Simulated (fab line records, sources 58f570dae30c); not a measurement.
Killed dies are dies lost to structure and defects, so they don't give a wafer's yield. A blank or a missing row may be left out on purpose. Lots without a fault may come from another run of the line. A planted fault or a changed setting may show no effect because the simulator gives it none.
Tool commonality check | flow berkeley_cmos170 | 14 lots, 42 wafers sampled

WHY IT WAS OPENED
At UCB170_PWELL_TW_MEAS_17 the reading PWELL_TW is flagged on 2 of 14 lots. Wafers without a fault read 377, standard deviation 3.6.
Rule: a lot is flagged when every wafer of it that has a number lies more than 4 standard deviations from that mean, or none has a number. The other lots count as sound.

lot  | measured    | on            | PWELL_TW, wafer by wafer | flag
L308 | day 3 09:52 | film_metro-01 | 375 375 375              |
L310 | day 4 02:11 | film_metro-03 | 374 374 373              |
L312 | day 4 02:28 | film_metro-01 | 378 378 380              |
L311 | day 4 02:44 | film_metro-04 | 382 380 379              |
L313 | day 4 10:44 | film_metro-04 | 382 381 382              |
L314 | day 4 19:13 | film_metro-03 | 373 372 372              |
L316 | day 5 06:53 | film_metro-03 | 375 378 375              |
L318 | day 5 07:04 | film_metro-04 | 379 381 380              |
L322 | day 6 13:46 | film_metro-03 | 373 373 371              |
L325 | day 7 06:59 | film_metro-04 | 194 193 193              | FLAGGED
L326 | day 7 22:34 | film_metro-04 | 192 191 191              | FLAGGED
L327 | day 7 22:50 | film_metro-03 | 374 372 373              |
L328 | day 8 10:52 | film_metro-03 | 374 374 372              |
L331 | day 9 00:02 | film_metro-04 | 383 381 383              |
The numbers of the flagged lots are 192 on average: -185 against the usual, or -51 standard deviations.

WHICH TOOL RAN EACH LOT
The record holds 1 process step before the reading, out of a route of 331 steps. In each cell: the tool, then ch and the chambers that the sampled wafers went through, then the start.
lot  | flag    | UCB170_PWELL_IMPLANT_15
L308 |         | implanter-03 ch 0, day 3 09:37
L310 |         | implanter-03 ch 0, day 4 01:56
L312 |         | implanter-04 ch 0, day 4 02:13
L311 |         | implanter-02 ch 0, day 4 02:29
L313 |         | implanter-04 ch 0, day 4 10:29
L314 |         | implanter-02 ch 0, day 4 19:00
L316 |         | implanter-04 ch 0, day 5 06:38
L318 |         | implanter-02 ch 0, day 5 06:50
L322 |         | implanter-03 ch 0, day 6 13:32
L325 | FLAGGED | implanter-03 ch 0, day 7 06:44
L326 | FLAGGED | implanter-03 ch 0, day 7 22:21
L327 |         | implanter-02 ch 0, day 7 22:35
L328 |         | implanter-02 ch 0, day 8 10:37
L331 |         | implanter-02 ch 0, day 8 23:47
What these steps do:
- UCB170_PWELL_IMPLANT_15
- UCB170_PWELL_TW_MEAS_17

FLAGGED OVER TOTAL, TOOL BY TOOL (the gauges that took the reading come last)
step                    | tool          | lots run | flagged | share of the flagged lots | sound lots run after its first flagged lot
UCB170_PWELL_IMPLANT_15 | implanter-02  | 6        | 0       | none                      | -
UCB170_PWELL_IMPLANT_15 | implanter-03  | 5        | 2       | all                       | 0
UCB170_PWELL_IMPLANT_15 | implanter-04  | 3        | 0       | none                      | -
UCB170_PWELL_TW_MEAS_17 | film_metro-01 | 2        | 0       | none                      | -
UCB170_PWELL_TW_MEAS_17 | film_metro-03 | 6        | 0       | none                      | -
UCB170_PWELL_TW_MEAS_17 | film_metro-04 | 6        | 2       | all                       | 1 (L331)

WHAT THE TABLE ALLOWS
2 rows of the table ran every flagged lot: implanter-03 at UCB170_PWELL_IMPLANT_15, film_metro-04 at UCB170_PWELL_TW_MEAS_17.
- implanter-03 at UCB170_PWELL_IMPLANT_15: 2 of its 5 lots flagged. Its last sound lot is L322 (day 6 13:32), its first flagged lot L325 (day 7 06:44): a fault that began between those two fits. Its own readings lie more than 4 standard deviations out on every wafer of the flagged lots: dose_ions_cm2, faraday_current_uA.
- film_metro-04 at UCB170_PWELL_TW_MEAS_17: 2 of its 6 lots flagged. Sound lots ran on it after the first flagged one (L331), which a lasting fault on the whole tool wouldn't allow.
One tool is left: implanter-03 at UCB170_PWELL_IMPLANT_15.

WHAT THE SIMULATOR HAD PUT IN
Process parameter drift: implanter-03, from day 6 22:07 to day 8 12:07, at UCB170_PWELL_IMPLANT_15. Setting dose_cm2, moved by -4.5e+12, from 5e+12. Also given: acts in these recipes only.
Lots struck among those shown: L325, L326. The rule above found the same.
